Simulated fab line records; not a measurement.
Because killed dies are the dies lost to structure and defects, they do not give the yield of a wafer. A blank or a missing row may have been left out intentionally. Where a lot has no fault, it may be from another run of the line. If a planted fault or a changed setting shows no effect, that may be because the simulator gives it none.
The tool behind it: which one? | flow berkeley cmos170 | 15 lots with 45 wafers sampled at 6 steps, on a route of 331 steps

== WHAT THE GAUGES SHOWED, per wafer ==
UCB170_NVT_OVL_MEAS_06. Usual: for NVT_OVL the level is -3 nm and the standard deviation is 5.
lot  | measured     | on         | NVT_OVL (nm) | flag
L294 | day 5 20:18  | overlay-01 | -5 -2 -1     |
L296 | day 6 19:53  | overlay-01 | -1 -4 -3     |
L295 | day 6 20:17  | overlay-01 | -2 -6 -9     |
L299 | day 7 03:01  | overlay-02 | -9 -7 -5     |
L300 | day 7 11:23  | overlay-01 | -2 2 5       |
L301 | day 7 11:19  | overlay-02 | -6 -13 -9    |
L304 | day 8 05:05  | overlay-01 | -18 -7 -13   |
L303 | day 8 04:31  | overlay-02 | 6 7 6        |
L308 | day 9 01:58  | overlay-01 | -3 -8 -6     |
L307 | day 9 02:05  | overlay-01 | 6 1 1        |
L306 | day 9 02:14  | overlay-01 | -5 -8 -6     |
L311 | day 10 00:51 | overlay-02 | 2 -5 2       |
L314 | day 10 10:12 | overlay-01 | 4 1 1        |
L315 | day 10 09:54 | overlay-01 | -13 -12 -10  |
L316 | day 11 04:02 | overlay-02 | 1 -3 3       |

UCB170_PLDD_TW_MEAS_11. Usual: for PLDD_TW the level is 1008 and the standard deviation is 6.9.
lot  | measured     | on            | PLDD_TW        | flag
L294 | day 6 15:52  | film metro-04 | 1008 1013 1015 |
L296 | day 7 14:20  | film metro-01 | 994 991 998    |
L295 | day 7 14:34  | film metro-01 | 999 996 997    |
L299 | day 7 22:14  | film metro-01 | 994 1000 991   |
L300 | day 8 10:10  | film metro-04 | 1010 1014 1018 |
L301 | day 8 09:58  | film metro-02 | 1012 1011 1012 |
L304 | day 9 04:40  | film metro-04 | 1016 1013 1012 |
L303 | day 9 04:23  | film metro-01 | 996 1000 998   |
L308 | day 10 02:44 | film metro-04 | 1009 1018 1008 |
L307 | day 10 02:28 | film metro-02 | 1008 1011 1015 |
L306 | day 10 02:14 | film metro-01 | 1016 1015 1014 |
L311 | day 10 16:59 | film metro-04 | 965 964 962    | OFF
L314 | day 11 04:09 | film metro-04 | 965 968 961    | OFF
L315 | day 11 05:25 | film metro-01 | 956 956 959    | OFF
L316 | day 11 22:09 | film metro-02 | 1001 1003 1001 |

UCB170_PSD_OVL_MEAS_07. Usual: for PSD_OVL the level is -4 nm and the standard deviation is 5.4.
lot  | measured     | on         | PSD_OVL (nm) | flag
L294 | day 7 00:28  | overlay-01 | -13 -3 -7    |
L296 | day 8 00:08  | overlay-01 | -17 -14 -16  |
L295 | day 8 00:30  | overlay-02 | 3 -4 1       |
L299 | day 8 07:26  | overlay-02 | -10 -4 -2    |
L300 | day 8 20:36  | overlay-01 | -2 -11 -8    |
L301 | day 8 20:52  | overlay-01 | 2 -6 -5      |
L304 | day 9 17:56  | overlay-02 | 7 -4 2       |
L303 | day 9 17:40  | overlay-02 | -1 -4 0      |
L308 | day 10 10:41 | overlay-02 | -9 -15 -10   |
L307 | day 10 09:59 | overlay-02 | -1 -3 -5     |
L306 | day 10 10:13 | overlay-02 | -8 -2 -1     |
L311 | day 11 01:06 | overlay-02 | -3 -10 -1    |
L314 | day 11 14:23 | overlay-01 | 5 1 3        |
L315 | day 11 14:40 | overlay-02 | -10 -8 -2    |
L316 | day 12 05:55 | overlay-02 | -9 1 -5      |

UCB170_SDANNEAL_RS_MEAS_04: the measuring method here is four-point-probe. Usual: for PLDD_RS the level is 1032 ohm/sq and the standard deviation is 3.
lot  | measured     | on            | PLDD_RS (ohm/sq) | flag
L294 | day 7 04:06  | film metro-04 | 1029 1030 1030   |
L296 | day 8 03:32  | film metro-02 | 1035 1034 1031   |
L295 | day 8 04:26  | film metro-02 | 1035 1036 1033   |
L299 | day 8 10:59  | film metro-01 | 1028 1032 1029   |
L300 | day 9 00:03  | film metro-01 | 1030 1029 1033   |
L301 | day 9 00:16  | film metro-02 | 1030 1032 1033   |
L304 | day 10 00:46 | film metro-01 | 1026 1026 1025   |
L303 | day 10 00:45 | film metro-02 | 1034 1033 1036   |
L308 | day 10 14:29 | film metro-01 | 1028 1033 1033   |
L307 | day 10 13:22 | film metro-04 | 1031 1030 1029   |
L306 | day 10 13:59 | film metro-02 | 1038 1036 1037   |
L311 | day 11 07:56 | film metro-01 | 1155 1154 1152   | OFF
L314 | day 11 18:01 | film metro-04 | 1154 1150 1158   | OFF
L315 | day 11 18:15 | film metro-02 | 1159 1163 1161   | OFF
L316 | day 12 12:22 | film metro-04 | 1031 1029 1027   |

== TOOL THAT RAN EACH LOT (tool first, then ch and the chambers of the sampled wafers, then the start) ==
lot  | UCB170_PFIELD_STRIP_08               | UCB170_PLDD_IMPLANT_08
L294 | plasma asher-01 ch 0,1, day 4 11:44  | implanter-01 ch 0, day 6 15:29
L296 | plasma asher-03 ch 1, day 5 06:46    | implanter-01 ch 0, day 7 13:56
L295 | plasma asher-01 ch 0,1, day 5 07:01  | implanter-03 ch 0, day 7 14:11
L299 | plasma asher-04 ch 0,1, day 5 18:59  | implanter-03 ch 0, day 7 21:52
L300 | plasma asher-01 ch 0,1, day 6 02:26  | implanter-02 ch 0, day 8 09:46
L301 | plasma asher-03 ch 0,1, day 6 05:28  | implanter-01 ch 0, day 8 09:34
L304 | plasma asher-01 ch 0,1, day 6 12:45  | implanter-01 ch 0, day 9 04:17
L303 | plasma asher-01 ch 0,1, day 6 13:33  | implanter-03 ch 0, day 9 03:59
L308 | plasma asher-04 ch 0,1, day 7 10:08  | implanter-02 ch 0, day 10 02:22
L307 | plasma asher-01 ch 0,1, day 7 10:25  | implanter-01 ch 0, day 10 02:05
L306 | plasma asher-03 ch 0,1, day 7 10:42  | implanter-03 ch 0, day 10 01:52
L311 | plasma asher-04 ch 0,1, day 8 07:42  | implanter-03 ch 0, day 10 16:37
L314 | plasma asher-04 ch 1, day 9 03:26    | implanter-03 ch 0, day 11 03:46
L315 | plasma asher-03 ch 0,1, day 9 08:21  | implanter-03 ch 0, day 11 05:01
L316 | plasma asher-03 ch 0,1, day 10 01:45 | implanter-02 ch 0, day 11 21:46
- UCB170_PFIELD_STRIP_08: strips in O2.
- UCB170_PLDD_IMPLANT_08

== WHAT THE TOOLS THEMSELVES READ (means of the sampled wafers that have a number; where no wafer has one, the mark that the record gives instead) ==
UCB170_PFIELD_STRIP_08. Usual: drypump motor current A 5.2 A, standard deviation 0.39; oes product au 0.735 a.u., standard deviation 0.0046; strip time to endpoint s 21.63 s, standard deviation 0.062.
lot  | tool            | drypump motor current A (A) | oes product au (a.u.) | strip time to endpoint s (s) | flag
L294 | plasma asher-01 | 5.7                         | 0.734                 | 21.50                        |
L296 | plasma asher-03 | 5.0                         | 0.729                 | 21.58                        |
L295 | plasma asher-01 | 5.5                         | 0.736                 | 21.57                        |
L299 | plasma asher-04 | 5.0                         | 0.735                 | 21.74                        |
L300 | plasma asher-01 | 5.7                         | 0.733                 | 21.69                        |
L301 | plasma asher-03 | 4.9                         | 0.737                 | 21.63                        |
L304 | plasma asher-01 | 5.7                         | 0.736                 | 21.74                        |
L303 | plasma asher-01 | 5.7                         | 0.735                 | 21.63                        |
L308 | plasma asher-04 | 5.0                         | 0.738                 | 21.66                        |
L307 | plasma asher-01 | 5.5                         | 0.734                 | 21.66                        |
L306 | plasma asher-03 | 4.9                         | 0.735                 | 21.60                        |
L311 | plasma asher-04 | 5.0                         | 0.734                 | 21.70                        |
L314 | plasma asher-04 | 4.7                         | 0.734                 | 21.64                        |
L315 | plasma asher-03 | 4.9                         | 0.733                 | 21.66                        |
L316 | plasma asher-03 | 4.9                         | 0.733                 | 21.56                        |

UCB170_PLDD_IMPLANT_08. Usual: dose ions cm2 4.999e+13, standard deviation 5.5e+10; faraday current uA 159, standard deviation 3.1.
lot  | tool         | dose ions cm2 | faraday current uA | flag
L294 | implanter-01 | 5.000e+13     | 158                |
L296 | implanter-01 | 5.004e+13     | 161                |
L295 | implanter-03 | 5.002e+13     | 160                |
L299 | implanter-03 | 5.001e+13     | 160                |
L300 | implanter-02 | 5.004e+13     | 156                |
L301 | implanter-01 | 4.989e+13     | 159                |
L304 | implanter-01 | 5.001e+13     | 160                |
L303 | implanter-03 | 4.996e+13     | 158                |
L308 | implanter-02 | 4.997e+13     | 157                |
L307 | implanter-01 | 4.995e+13     | 158                |
L306 | implanter-03 | 4.998e+13     | 158                |
L311 | implanter-03 | 3.655e+13     | 116                | OFF
L314 | implanter-03 | 3.649e+13     | 118                | OFF
L315 | implanter-03 | 3.651e+13     | 116                | OFF
L316 | implanter-02 | 4.999e+13     | 160                |

== THE ANSWER, worked out from the rows above alone ==
Rule: take the mean of a lot's wafers that have a number; if it is more than 3 standard deviations from the usual mean, the lot is off. Also off: a lot with no number at a reading for which 4 or more lots have one. The other lots that the step has rows for count as sound. After the gauges, taken in route order, come the tools' own readings; for these a lot's mean is taken, as printed above. The first step at which some lot is off is used, and at that step the reading that is off furthest; a lot without a number counts as furthest.
Off: at UCB170_PLDD_TW_MEAS_11 (PLDD_TW), L311, L314, L315.
A tool fits if, at a process step before that reading, it ran every lot that is off, and no sound lot after the first of them. Not tried: the gauges at UCB170_PLDD_TW_MEAS_11; whatever is off there is also off at UCB170_PLDD_IMPLANT_08, on other tools, and gauge error can't account for it. One fits: UCB170_PLDD_IMPLANT_08 on implanter-03. Its last sound lot is L306 (day 10 01:52), its first lot that is off L311 (day 10 16:37): a fault that began between those two fits.
The tool's own readings at UCB170_PLDD_IMPLANT_08 bear it out: on the lots that are off they differ by more than 5 times the standard deviation of the sound lots' means. dose ions cm2 reads 3.652e+13 there against 4.999e+13 on the sound lots; faraday current uA reads 117 there against 159 on the sound lots.

== WHAT THE SIMULATOR PUT IN ==
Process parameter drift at UCB170_PLDD_IMPLANT_08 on implanter-03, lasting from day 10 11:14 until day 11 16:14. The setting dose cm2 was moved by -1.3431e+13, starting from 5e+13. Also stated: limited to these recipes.
Shown lots that were struck: L311, L315, L314. The rule above found the same.
